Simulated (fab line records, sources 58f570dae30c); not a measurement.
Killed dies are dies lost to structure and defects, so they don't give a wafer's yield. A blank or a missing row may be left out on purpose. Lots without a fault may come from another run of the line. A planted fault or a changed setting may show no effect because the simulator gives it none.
Which tool did it? | flow berkeley_cmos170 | 15 lots, 44 wafers sampled, at 4 steps of a route of 331

WHAT THE GAUGES READ, wafer by wafer
UCB170_V2_OVL_MEAS_13. Usual: V2_OVL 0 nm, standard deviation 6.2.
lot  | measured     | on         | V2_OVL (nm) | flag
L190 | day 8 10:20  | overlay-01 | -4 7 1      |
L189 | day 8 11:20  | overlay-02 | 6 9 5       |
L191 | day 8 19:34  | overlay-01 | -3 -3 3     |
L194 | day 9 03:40  | overlay-01 | 8 2 7       |
L198 | day 9 12:48  | overlay-01 | 0 3 -1      |
L195 | day 9 14:15  | overlay-01 | -4 2 -2     |
L197 | day 9 13:57  | overlay-02 | 5 -2 2      |
L196 | day 9 14:36  | overlay-02 | -8 -2 -5    |
L201 | day 9 22:56  | overlay-01 | -2 -5 -6    |
L203 | day 11 01:04 | overlay-02 | -8 -15 -9   |
L204 | day 11 01:36 | overlay-02 | -8 -12 -9   |
L202 | day 11 03:13 | overlay-01 | -3 2        |
L206 | day 11 04:13 | overlay-02 | -1 -8 -1    |
L209 | day 11 21:34 | overlay-01 | 7 10 13     |
L211 | day 12 04:29 | overlay-01 | 5 -1 -5     |

UCB170_V2_CD_MEAS_90: target cd 700 nm. Usual: cd_nm 700.5 nm, standard deviation 1.7.
lot  | measured     | on        | cd_nm (nm)        | flag
L190 | day 8 10:38  | cd_sem-02 | 700.7 699.7 698.7 |
L189 | day 8 11:40  | cd_sem-01 | 702.3 699.7 699.5 |
L191 | day 8 19:53  | cd_sem-01 | 698.4 700.0 699.0 |
L194 | day 9 03:59  | cd_sem-01 | 701.5 702.0 700.5 |
L198 | day 9 13:08  | cd_sem-01 | 699.9 701.2 701.2 |
L195 | day 9 14:35  | cd_sem-01 | 701.4 700.2 701.8 |
L197 | day 9 14:16  | cd_sem-01 | 698.0 700.1 699.9 |
L196 | day 9 14:55  | cd_sem-02 | 700.6 699.5 700.8 |
L201 | day 9 23:15  | cd_sem-02 | 702.2 703.7 703.0 |
L203 | day 11 01:24 | cd_sem-01 | 702.2 699.1 700.3 |
L204 | day 11 01:56 | cd_sem-01 | 701.7 701.7 701.9 |
L202 | day 11 03:32 | cd_sem-02 | 702.7 700.8       |
L206 | day 11 04:32 | cd_sem-02 | 699.5 702.3 702.7 |
L209 | day 11 21:53 | cd_sem-02 | 697.9 698.6 700.6 |
L211 | day 12 04:49 | cd_sem-02 | 698.4 701.2 696.8 |

UCB170_M3_RS_MEAS_02: measures by four-point-probe. Usual: M3_AL_RS 0.0322 ohm/sq, standard deviation 0.0004.
lot  | measured     | on            | M3_AL_RS (ohm/sq)    | flag
L190 | day 8 10:55  | film_metro-03 | 0.0319 0.0319 0.0318 |
L189 | day 8 11:56  | film_metro-02 | 0.0327 0.0325 0.0323 |
L191 | day 8 20:09  | film_metro-01 | 0.0323 0.0323 0.0323 |
L194 | day 9 04:16  | film_metro-03 | 0.0322 0.0324 0.0328 |
L198 | day 9 13:24  | film_metro-01 | 0.0318 0.0319 0.0321 |
L195 | day 9 14:51  | film_metro-03 | 0.0321 0.0317 0.0316 |
L197 | day 9 14:32  | film_metro-03 | 0.0327 0.0325 0.0322 |
L196 | day 9 15:11  | film_metro-02 | 0.0325 0.0321 0.0321 |
L201 | day 9 23:31  | film_metro-02 | 0.0324 0.0325 0.0318 |
L203 | day 11 01:40 | film_metro-02 | 0.0317 0.0320 0.0321 |
L204 | day 11 02:13 | film_metro-02 | 0.0326 0.0330 0.0322 |
L202 | day 11 03:49 | film_metro-02 | 0.0324 0.0325        |
L206 | day 11 04:49 | film_metro-01 | 0.0323 0.0321 0.0325 |
L209 | day 11 22:09 | film_metro-01 | 0.0322 0.0318 0.0320 |
L211 | day 12 05:05 | film_metro-02 | 0.0311 0.0315 0.0310 |

WHICH TOOL RAN EACH LOT (tool, then ch and the chambers of the sampled wafers, then the start)
lot  | UCB170_V1_STRIP_15
L190 | plasma_asher-01 ch 0,1, day 8 04:23
L189 | plasma_asher-02 ch 0,1, day 8 04:43
L191 | plasma_asher-01 ch 0,1, day 8 14:16
L194 | plasma_asher-01 ch 0,1, day 8 22:09
L198 | plasma_asher-01 ch 0,1, day 9 06:35
L195 | plasma_asher-03 ch 0,1, day 9 06:46
L197 | plasma_asher-02 ch 0,1, day 9 06:53
L196 | plasma_asher-01 ch 0,1, day 9 07:11
L201 | plasma_asher-01 ch 0,1, day 9 18:14
L203 | plasma_asher-02 ch 0,1, day 10 19:10
L204 | plasma_asher-01 ch 0,1, day 10 20:12
L202 | plasma_asher-01 ch 0, day 10 21:04
L206 | plasma_asher-01 ch 0,1, day 10 21:20
L209 | plasma_asher-03 ch 0,1, day 11 16:02
L211 | plasma_asher-03 ch 0,1, day 11 23:13
- UCB170_V1_STRIP_15: strips in O2.

WHAT THE TOOLS THEMSELVES READ (means of the sampled wafers that have a number; where no wafer has one, the mark that the record gives instead)
UCB170_V1_STRIP_15. Usual: chamber_pressure_mTorr 3500 mTorr, standard deviation 3.1; drypump_motor_current_A 5.5 A, standard deviation 0.41; oes_product_au 0.722 a.u., standard deviation 0.0044; strip_time_to_endpoint_s 15.53 s, standard deviation 0.13.
lot  | tool            | chamber_pressure_mTorr (mTorr) | drypump_motor_current_A (A) | oes_product_au (a.u.) | strip_time_to_endpoint_s (s) | flag
L190 | plasma_asher-01 | 3502                           | 5.6                         | 0.715                 | 15.31                        |
L189 | plasma_asher-02 | 3500                           | 5.2                         | 0.719                 | 15.48                        |
L191 | plasma_asher-01 | 3502                           | 5.6                         | 0.723                 | 15.52                        |
L194 | plasma_asher-01 | 3499                           | 5.8                         | 0.722                 | 15.58                        |
L198 | plasma_asher-01 | 3500                           | 5.8                         | 0.723                 | 15.51                        |
L195 | plasma_asher-03 | 3500                           | 5.2                         | 0.720                 | 15.61                        |
L197 | plasma_asher-02 | 3500                           | 5.2                         | 0.724                 | 15.50                        |
L196 | plasma_asher-01 | 3503                           | 5.7                         | 0.721                 | 15.55                        |
L201 | plasma_asher-01 | 3503                           | 5.6                         | 0.723                 | 15.66                        |
L203 | plasma_asher-02 | 3498                           | 5.2                         | 0.724                 | 15.56                        |
L204 | plasma_asher-01 | 3498                           | 5.8                         | 0.719                 | 15.34                        |
L202 | plasma_asher-01 | 3496                           | 5.5                         | 0.726                 | 15.59                        |
L206 | plasma_asher-01 | 3497                           | 5.6                         | 0.724                 | 15.76                        |
L209 | plasma_asher-03 | 3500                           | 5.2                         | 0.719                 | 15.52                        |
L211 | plasma_asher-03 | 3504                           | 5.2                         | 0.728                 | 15.57                        |

THE ANSWER, worked out from the rows above alone
Rule: a lot is off if the mean of its wafers that have a number lies more than 3 standard deviations from the usual mean. A lot without any number at a reading at which 4 lots or more have one is off too. The other lots that the step has rows for count as sound. The gauges are gone through in route order, then the tools' own readings, and for those a lot's mean is taken as printed above. The first step at which some lot is off is used, and at that step the reading that is off furthest; a lot without a number counts as furthest.
No lot is off at any reading shown: from this, nothing can be told.

WHAT THE SIMULATOR HAD PUT IN
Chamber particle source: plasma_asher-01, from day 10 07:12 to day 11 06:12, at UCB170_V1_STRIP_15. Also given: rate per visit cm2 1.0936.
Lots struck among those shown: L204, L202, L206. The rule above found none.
